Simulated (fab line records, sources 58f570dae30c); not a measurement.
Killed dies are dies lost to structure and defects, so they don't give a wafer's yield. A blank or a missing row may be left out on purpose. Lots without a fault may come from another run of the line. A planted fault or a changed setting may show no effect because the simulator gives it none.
Tool commonality check | flow berkeley_cmos170 | 14 lots, 42 wafers sampled

WHY IT WAS OPENED
At UCB170_SDANNEAL_RS_MEAS_04 the reading PLDD_RS is flagged on 2 of 14 lots. Wafers without a fault read 1032 ohm/sq, standard deviation 3.1.
Rule: a lot is flagged when every wafer of it that has a number lies more than 4 standard deviations from that mean, or none has a number. The other lots count as sound.

lot  | measured     | on            | PLDD_RS (ohm/sq), wafer by wafer | flag
L436 | day 8 09:09  | film_metro-03 | 1030 1030 1030                   |
L435 | day 8 09:47  | film_metro-03 | 1029 1028 1028                   |
L439 | day 8 12:16  | film_metro-02 | 1035 1036 1032                   |
L438 | day 8 12:45  | film_metro-02 | 1036 1036 1038                   |
L437 | day 8 13:11  | film_metro-03 | 1031 1030 1030                   |
L440 | day 9 00:29  | film_metro-01 | 1034 1032 1033                   |
L441 | day 9 00:55  | film_metro-03 | 1029 1034 1033                   |
L442 | day 9 01:12  | film_metro-01 | 1031 1029 1030                   |
L449 | day 10 08:35 | film_metro-03 | 1030 1030 1029                   |
L447 | day 10 13:47 | film_metro-02 | 1034 1036 1036                   |
L454 | day 11 06:49 | film_metro-03 | 969 966 968                      | FLAGGED
L453 | day 11 07:04 | film_metro-01 | 1030 1026 1026                   |
L450 | day 11 07:22 | film_metro-02 | 971 968 971                      | FLAGGED
L458 | day 12 08:22 | film_metro-03 | 1030 1032 1030                   |
The numbers of the flagged lots are 969 ohm/sq on average: -63 ohm/sq against the usual, or -20 standard deviations.

WHICH TOOL RAN EACH LOT
The record holds 2 process steps before the reading, out of a route of 331 steps. In each cell: the tool, then ch and the chambers that the sampled wafers went through, then the start.
lot  | flag    | UCB170_PLDD_IMPLANT_08          | UCB170_NLDD_STRIP_10
L436 |         | implanter-03 ch 0, day 7 13:26  | plasma_asher-02 ch 0,1, day 7 16:14
L435 |         | implanter-04 ch 0, day 7 13:58  | plasma_asher-01 ch 0,1, day 7 16:35
L439 |         | implanter-03 ch 0, day 7 21:16  | plasma_asher-01 ch 0,1, day 7 23:20
L438 |         | implanter-02 ch 0, day 7 20:55  | plasma_asher-02 ch 0,1, day 7 22:59
L437 |         | implanter-04 ch 0, day 7 21:31  | plasma_asher-01 ch 0,1, day 7 23:58
L440 |         | implanter-04 ch 0, day 8 08:28  | plasma_asher-01 ch 0,1, day 8 11:47
L441 |         | implanter-02 ch 0, day 8 09:29  | plasma_asher-02 ch 0,1, day 8 12:04
L442 |         | implanter-03 ch 0, day 8 09:10  | plasma_asher-04 ch 0,1, day 8 12:03
L449 |         | implanter-04 ch 0, day 9 18:40  | plasma_asher-04 ch 0,1, day 9 20:58
L447 |         | implanter-04 ch 0, day 9 22:12  | plasma_asher-02 ch 0,1, day 10 00:52
L454 | FLAGGED | implanter-03 ch 0, day 10 12:53 | plasma_asher-01 ch 0,1, day 10 15:02
L453 |         | implanter-02 ch 0, day 10 13:16 | plasma_asher-04 ch 0,1, day 10 15:21
L450 | FLAGGED | implanter-03 ch 0, day 10 14:07 | plasma_asher-04 ch 0,1, day 10 16:07
L458 |         | implanter-02 ch 0, day 11 19:00 | plasma_asher-01 ch 0,1, day 11 21:11
What these steps do:
- UCB170_PLDD_IMPLANT_08
- UCB170_NLDD_STRIP_10: strips in O2.
- UCB170_SDANNEAL_RS_MEAS_04: measures by four-point-probe.

FLAGGED OVER TOTAL, TOOL BY TOOL (the gauges that took the reading come last)
step                       | tool            | lots run | flagged | share of the flagged lots | sound lots run after its first flagged lot
UCB170_PLDD_IMPLANT_08     | implanter-02    | 4        | 0       | none                      | -
UCB170_PLDD_IMPLANT_08     | implanter-03    | 5        | 2       | all                       | 0
UCB170_PLDD_IMPLANT_08     | implanter-04    | 5        | 0       | none                      | -
UCB170_NLDD_STRIP_10       | plasma_asher-01 | 6        | 1       | some                      | 1 (L458)
UCB170_NLDD_STRIP_10       | plasma_asher-02 | 4        | 0       | none                      | -
UCB170_NLDD_STRIP_10       | plasma_asher-04 | 4        | 1       | some                      | 0
UCB170_SDANNEAL_RS_MEAS_04 | film_metro-01   | 3        | 0       | none                      | -
UCB170_SDANNEAL_RS_MEAS_04 | film_metro-02   | 4        | 1       | some                      | 0
UCB170_SDANNEAL_RS_MEAS_04 | film_metro-03   | 7        | 1       | some                      | 1 (L458)

WHAT THE TABLE ALLOWS
1 row of the table ran every flagged lot: implanter-03 at UCB170_PLDD_IMPLANT_08.
- implanter-03 at UCB170_PLDD_IMPLANT_08: 2 of its 5 lots flagged. Its last sound lot is L442 (day 8 09:10), its first flagged lot L454 (day 10 12:53): a fault that began between those two fits. Its own readings lie more than 4 standard deviations out on every wafer of the flagged lots: dose_ions_cm2, faraday_current_uA.
One tool is left: implanter-03 at UCB170_PLDD_IMPLANT_08.

WHAT THE SIMULATOR HAD PUT IN
Process parameter drift: implanter-03, from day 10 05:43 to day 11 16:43, at UCB170_PLDD_IMPLANT_08. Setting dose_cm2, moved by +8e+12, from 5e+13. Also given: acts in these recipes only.
Lots struck among those shown: L454, L450. The rule above found the same.
